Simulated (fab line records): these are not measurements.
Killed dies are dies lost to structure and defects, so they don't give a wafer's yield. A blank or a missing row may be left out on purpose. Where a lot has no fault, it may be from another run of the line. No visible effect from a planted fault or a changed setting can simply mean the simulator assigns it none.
Comparing a struck lot with a sound one ; flow berkeley cmos170 ; 13 steps out of a route of 331
Sound: wafers L221.1, L221.2, L221.6. Struck: wafers L227.1, L227.2, L227.5. Last of all comes the cause.
Each step with rows lists, per side, the tool, then ch with its chambers, then its first start. Under that, the readings that differ: sound wafers ; struck wafers ; difference of the means ; sigmas: that difference in standard deviations of wafers without a fault.
alike: a reading whose means differ by less than 2 such deviations, as well as words and numbers matching on both sides. not compared: withheld readings; readings where some wafer has no value; bounds like >300 that might hide an equal value; numbers whose values overlap and for which the record gives no deviation.
A row with sigmas, a row that says differs or no value, or rows on one side alone: a step with any of these is where the two part. When numbers do not overlap yet have no deviation, they are printed without sigmas and do not part them. A reading that every wafer of one side lacks parts them only if that side has two wafers or more.

UCB170_PWELL_OVL_MEAS_13:
  sound on overlay-01 at day 4 08:40; struck on overlay-01 at day 5 10:44
  alike: PWELL_OVL
UCB170_PWELL_ETCH_14: etches Si3N4 in CH3F/Ar/O2, stops on SiO2, target depth 242 nm, time 151 s.
  sound on rie diel-01 ch 0,2, day 4 08:41; struck on rie diel-01 ch 0,2,3, day 5 10:47
  alike: CH3F_flow_sccm, O2_flow_sccm, drypump motor current A, oes product au, throttle valve pct
  not compared: rf hours counter h
next, for these wafers, 1 step has no rows: UCB170_PWELL_IMPLANT_15.
UCB170_PWELL_STRIP_16: strips in O2.
  sound on plasma asher-04 ch 0,1, day 4 08:56; struck on plasma asher-03 ch 0,1, day 5 11:02
  alike: drypump motor current A, oes product au, strip time to endpoint s
  not compared: rf hours counter h
UCB170_PWELL_TW_MEAS_17:
  sound on film metro-03 at day 4 09:02; struck on film metro-04 at day 5 11:08
  alike: PWELL_TW
then, 5 steps without rows for these wafers: UCB170_PWELL_CLEAN_18 (cleans in SPM, time 600 s); UCB170_PWELL_WET_ETCH_19 (etches Si3N4 in H3PO4, time 14400 s); UCB170_PWELL_WET_ETCH_20 (etches SiO2 in BOE, time 22 s); UCB170_WELLDRIVE_CLEAN_00 (cleans in SPM, time 600 s); UCB170_WELLDRIVE_OXIDATION_01 (target thk 199 nm, ox time 9000 s).
UCB170_WELLDRIVE_THK_MEAS_02:
  sound on film metro-02 at day 4 20:46; struck on film metro-01 at day 5 22:25
  alike: WELLDRIVE_OXIDE_THK
then, 1 step without rows for these wafers: UCB170_WELLDRIVE_ANNEAL_03 (time 900 s).
UCB170_WELLDRIVE_WET_ETCH_04: etches SiO2 in BOE, time 120 s.
  sound on wet bench-02 ch 1, day 5 02:14; struck on wet bench-03 ch 0, day 6 03:28
  no value came back on the struck wafers for bath heat duty pct (%), run length s (s); on the sound wafers bath heat duty pct (%) reads 6.2 6.2 6.5
reading;sound;struck;difference;sigmas
model.SiO2_of_WELLDRIVE_OXIDATION_01.thk nm (nm);0 0 0;194.8 196.9 196.2;+196.0;

== WHERE THEY PART ==
Within this record, at UCB170_WELLDRIVE_WET_ETCH_04 only.

WHY: what had been put in by the simulator
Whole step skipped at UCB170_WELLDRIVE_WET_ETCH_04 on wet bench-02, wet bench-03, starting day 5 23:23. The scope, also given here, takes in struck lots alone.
